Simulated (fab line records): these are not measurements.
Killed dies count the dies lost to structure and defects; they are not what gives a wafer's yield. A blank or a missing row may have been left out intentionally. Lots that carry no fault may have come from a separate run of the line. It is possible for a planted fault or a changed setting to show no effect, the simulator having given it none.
Split-lot study / flow rit_cmos / 23 wafers read across 5 lots, on a route 202 steps long

SPLIT DETAILS
At RIT_NWELL_IMPLANT_08, the setting energy_kev was moved away from the recipe's 170 on 10 of the 23 wafers read, by -2.9% to +5.5%. This setting was run at the recipe's value on the other wafers.

The reading is taken at the split's own step.

THE READING
The simulator's own value implant.drp_nm, read by no gauge, in nm at RIT_NWELL_IMPLANT_08. No usual value for it is given in the file.

wafer=L077.1; tool, chamber at the split=implanter-03, 0; energy_kev as run=170; against the recipe=recipe; implant.drp_nm, nm=68.82; against lot-mates on the recipe=-
wafer=L077.2; tool, chamber at the split=implanter-03, 0; energy_kev as run=170; against the recipe=recipe; implant.drp_nm, nm=68.82; against lot-mates on the recipe=-
wafer=L077.3; tool, chamber at the split=implanter-03, 0; energy_kev as run=177.7; against the recipe=+4.5%; implant.drp_nm, nm=71.15; against lot-mates on the recipe=+2.33
wafer=L077.5; tool, chamber at the split=implanter-03, 0; energy_kev as run=177.7; against the recipe=+4.5%; implant.drp_nm, nm=71.15; against lot-mates on the recipe=+2.33
wafer=L077.6; tool, chamber at the split=implanter-03, 0; energy_kev as run=177.7; against the recipe=+4.5%; implant.drp_nm, nm=71.15; against lot-mates on the recipe=+2.33
wafer=L079.1; tool, chamber at the split=implanter-01, 0; energy_kev as run=179.4; against the recipe=+5.5%; implant.drp_nm, nm=71.66; against lot-mates on the recipe=+2.84
wafer=L079.2; tool, chamber at the split=implanter-01, 0; energy_kev as run=179.4; against the recipe=+5.5%; implant.drp_nm, nm=71.66; against lot-mates on the recipe=+2.84
wafer=L079.3; tool, chamber at the split=implanter-01, 0; energy_kev as run=179.4; against the recipe=+5.5%; implant.drp_nm, nm=71.66; against lot-mates on the recipe=+2.84
wafer=L079.4; tool, chamber at the split=implanter-01, 0; energy_kev as run=170; against the recipe=recipe; implant.drp_nm, nm=68.82; against lot-mates on the recipe=-
wafer=L079.5; tool, chamber at the split=implanter-01, 0; energy_kev as run=170; against the recipe=recipe; implant.drp_nm, nm=68.82; against lot-mates on the recipe=-
wafer=L080.1; tool, chamber at the split=implanter-03, 0; energy_kev as run=170; against the recipe=recipe; implant.drp_nm, nm=68.82; against lot-mates on the recipe=-
wafer=L080.5; tool, chamber at the split=implanter-03, 0; energy_kev as run=170; against the recipe=recipe; implant.drp_nm, nm=68.82; against lot-mates on the recipe=-
wafer=L080.6; tool, chamber at the split=implanter-03, 0; energy_kev as run=170; against the recipe=recipe; implant.drp_nm, nm=68.82; against lot-mates on the recipe=-
wafer=L080.2; tool, chamber at the split=implanter-03, 0; energy_kev as run=177.9; against the recipe=+4.6%; implant.drp_nm, nm=71.21; against lot-mates on the recipe=+2.39
wafer=L080.3; tool, chamber at the split=implanter-03, 0; energy_kev as run=177.9; against the recipe=+4.6%; implant.drp_nm, nm=71.21; against lot-mates on the recipe=+2.39
wafer=L081.1; tool, chamber at the split=implanter-01, 0; energy_kev as run=165.1; against the recipe=-2.9%; implant.drp_nm, nm=67.36; against lot-mates on the recipe=-1.46
wafer=L081.3; tool, chamber at the split=implanter-01, 0; energy_kev as run=165.1; against the recipe=-2.9%; implant.drp_nm, nm=67.36; against lot-mates on the recipe=-1.46
wafer=L081.2; tool, chamber at the split=implanter-01, 0; energy_kev as run=170; against the recipe=recipe; implant.drp_nm, nm=68.82; against lot-mates on the recipe=-
wafer=L081.5; tool, chamber at the split=implanter-01, 0; energy_kev as run=170; against the recipe=recipe; implant.drp_nm, nm=68.82; against lot-mates on the recipe=-
wafer=L081.6; tool, chamber at the split=implanter-01, 0; energy_kev as run=170; against the recipe=recipe; implant.drp_nm, nm=68.82; against lot-mates on the recipe=-
wafer=L082.1; tool, chamber at the split=implanter-01, 0; energy_kev as run=170; against the recipe=recipe; implant.drp_nm, nm=68.82; against lot-mates on the recipe=-
wafer=L082.4; tool, chamber at the split=implanter-01, 0; energy_kev as run=170; against the recipe=recipe; implant.drp_nm, nm=68.82; against lot-mates on the recipe=-
wafer=L082.5; tool, chamber at the split=implanter-01, 0; energy_kev as run=170; against the recipe=recipe; implant.drp_nm, nm=68.82; against lot-mates on the recipe=-

THE FIT
A straight line over all 23 wafers: implant.drp_nm changes by +0.513 nm for each +1% of energy_kev; r = +1.00; the points scatter about the line by 0.0056 nm.
The same after taking each lot's own level away (the mean of its wafers on the recipe; 23 wafers): +0.513 nm for each +1%; r = +1.00; scatter 0.0056 nm.
The reading moves by 2.8 nm for the largest change in energy_kev, on that fit.
The lots' own levels span 68.820 to 68.820 nm.
Hence the lot-to-lot level has little effect on the slope; both slopes agree.
Check: +2.84 nm against its lot-mates is what the line predicts for one of the wafers moved furthest among these (+5.5%) when that wafer is left out of the fit. It came out at +2.84 nm against them.

THE OTHER SPLITS THESE WAFERS WENT THROUGH
Before the reading, these wafers also passed through other splits. Each is held against what the fit with the lots' levels taken away leaves over:
other split on the same wafers=RIT_ACTIVE_CVD_03 sih2cl2_flow_sccm; wafers away from the commonest value=15; r with implant.drp_nm (lot level and that fit taken away)=-0.14
other split on the same wafers=RIT_FOX2_OXIDATION_00 ox_time_s; wafers away from the commonest value=18; r with implant.drp_nm (lot level and that fit taken away)=+0.21

THE WHOLE CHAIN: every reading that the file lists as answering this split, in the file's order
step=RIT_NWELL_IMPLANT_08; what it does=; reading=implant.rp_nm (the simulator's own value, which no gauge read); change (the file's fit)=+2.21 nm for each +1% of the setting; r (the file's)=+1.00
step=RIT_NWELL_IMPLANT_08; what it does=; reading=implant.drp_nm (the simulator's own value, which no gauge read); change (the file's fit)=+0.513 nm for each +1% of the setting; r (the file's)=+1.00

THE FILE'S OWN FIT
implant.drp_nm changes by +0.513 nm for each +1% of energy_kev, r = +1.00.
